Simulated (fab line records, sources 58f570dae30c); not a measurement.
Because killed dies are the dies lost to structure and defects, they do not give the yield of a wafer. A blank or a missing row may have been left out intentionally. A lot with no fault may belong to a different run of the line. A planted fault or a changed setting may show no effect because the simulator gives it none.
Chamber matching -- flow berkeley-cmos170 -- UCB170_CONTACT_ETCH_18 on rie-diel-04: 4 sister chambers
The step etches PSG in CHF3/CF4/Ar, stops on TiSi2, target depth 840 nm, time 195 s. 4 wafers are shown with their chamber, then 9 later ones without.

== WAFERS WITH THEIR CHAMBER ==
wafer,chamber,drypump-motor-current-A (A)
L891.5,3,5.3
L892.1,2,5.2
L892.2,1,5.8
L892.3,0,6.4

== WAFERS WITH NO CHAMBER GIVEN ==
wafer,drypump-motor-current-A (A)
L894.1,5.2
L894.2,5.2
L894.5,6.4
L895.2,5.2
L895.3,6.5
L895.4,6.4
L896.1,5.2
L896.3,5.8
L896.5,5.2

== CHAMBER TAKEN BY EACH ==
wafer,from the rows above,in truth
L894.1,2,2
L894.2,2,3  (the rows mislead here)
L894.5,0,0
L895.2,2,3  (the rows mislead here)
L895.3,0,0
L895.4,0,0
L896.1,2,2
L896.3,1,1
L896.5,2,2
7 of 9 placed correctly. Can't be placed from these rows: 0. Placed wrongly: 2.
How it was worked out, from the rows above alone: a wafer's distance from a chamber is the root of the sum, over the readings, of the square of ((its reading less the chamber's mean) divided by the reading's scatter). The wafer belongs to the nearest chamber; if the next one is less than 2 further off, it can't be placed. A chamber's mean is the mean of its shown wafers. The scatter (one wafer shown for each chamber): square how far every hidden wafer sits from the nearest shown wafer, average those squares and take the square root.
